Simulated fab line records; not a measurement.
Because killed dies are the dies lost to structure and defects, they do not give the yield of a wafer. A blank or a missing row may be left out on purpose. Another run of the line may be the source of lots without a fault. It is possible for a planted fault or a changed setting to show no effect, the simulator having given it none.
A struck lot beside a sound one / flow berkeley cmos170 / 15 out of 331 route steps
Sound: these wafers, L177.1, L177.2, L177.4. The struck wafers were L174.1, L174.2, L174.5. Last of all comes the cause.
Order at every step that has rows: each side's tool, ch and its chambers, its first start. Under that, the readings that differ: sound wafers / struck wafers / difference of the means / sigmas: that difference in standard deviations of wafers without a fault.
alike: a reading whose means differ by less than 2 such deviations, as well as words and numbers matching on both sides. not compared: withheld readings; readings where some wafer has no value; bounds like >300 that might hide an equal value; numbers whose values overlap and for which the record gives no deviation.
The two part at a step that has a row with sigmas, a row that says differs or no value, or rows on one side only. Non-overlapping numbers with no deviation appear without sigmas and do not part them. A reading missing from all wafers of one side parts the sides only when that side holds two or more wafers.

UCB170_SCREENOX_THK_MEAS_02:
  sound on film metro-03 at day 9 00:50; struck on film metro-03 at day 8 04:34
  alike: SCREENOX_OXIDE_THK
then, 7 steps without rows for these wafers: UCB170_SCREENOX_ANNEAL_03 (time 900 s); UCB170_NVT_HMDS_00 (prime time 60 s); UCB170_NVT_COAT_01 (resist thk 900 nm); UCB170_NVT_SOFTBAKE_02 (time 60 s); UCB170_NVT_EXPOSE_03 (exposes mask PWELL, target cd 3000 nm); UCB170_NVT_PEB_04; UCB170_NVT_DEVELOP_05 (develop time 45 s).
UCB170_NVT_OVL_MEAS_06:
  sound on overlay-02 at day 9 11:31; struck on overlay-02 at day 8 12:10
  alike: NVT_OVL
after that, 1 step had no rows for these wafers: UCB170_NVT_IMPLANT_07.
UCB170_NVT_STRIP_08: strips in O2.
  sound on plasma asher-02 ch 0,1, day 9 11:43; struck on plasma asher-04 ch 0,1, day 8 12:20
reading=drypump motor current A (A); sound=4.7 5.7 4.7; struck=6.5 6.7 6.7; difference=+1.6; sigmas=+2
  alike: o2 flow sccm, oes product au, strip time to endpoint s
  not compared: rf hours counter h
UCB170_NVT_TW_MEAS_09:
  sound on film metro-02 at day 9 11:49; struck on film metro-03 at day 8 12:26
reading=NVT_TW; sound=516.8 514.5 512.9; struck=522.7 517.6 521.5; difference=+5.9; sigmas=+2
UCB170_NVT_CLEAN_10: cleans in SPM, time 600 s.
  sound on wet bench-03 ch 0, day 9 11:52; struck on wet bench-03 ch 3, day 8 13:50
  no value came back on the struck wafers for bath guard temp C (C), bath heat duty pct (%), time s (s); on the sound wafers bath guard temp C (C) reads 121.0 120.6 121.0
then, 1 step without rows for these wafers: UCB170_PVT_HMDS_00 (prime time 60 s).
-- the record jumps here: 2 days lie between the struck wafers' starts before and after (it left off in module PVT and takes up again in module M3, whose first step shown is number 331 of the route) --
UCB170_M3_PROBE_99:
  only the struck wafers here have rows in the record (prober-01, day 10 22:16); the sound ones have none

WHERE THEY PART
Last at UCB170_M3_PROBE_99 as far as this record goes, first at UCB170_NVT_STRIP_08.

WHY: what the simulator had put in
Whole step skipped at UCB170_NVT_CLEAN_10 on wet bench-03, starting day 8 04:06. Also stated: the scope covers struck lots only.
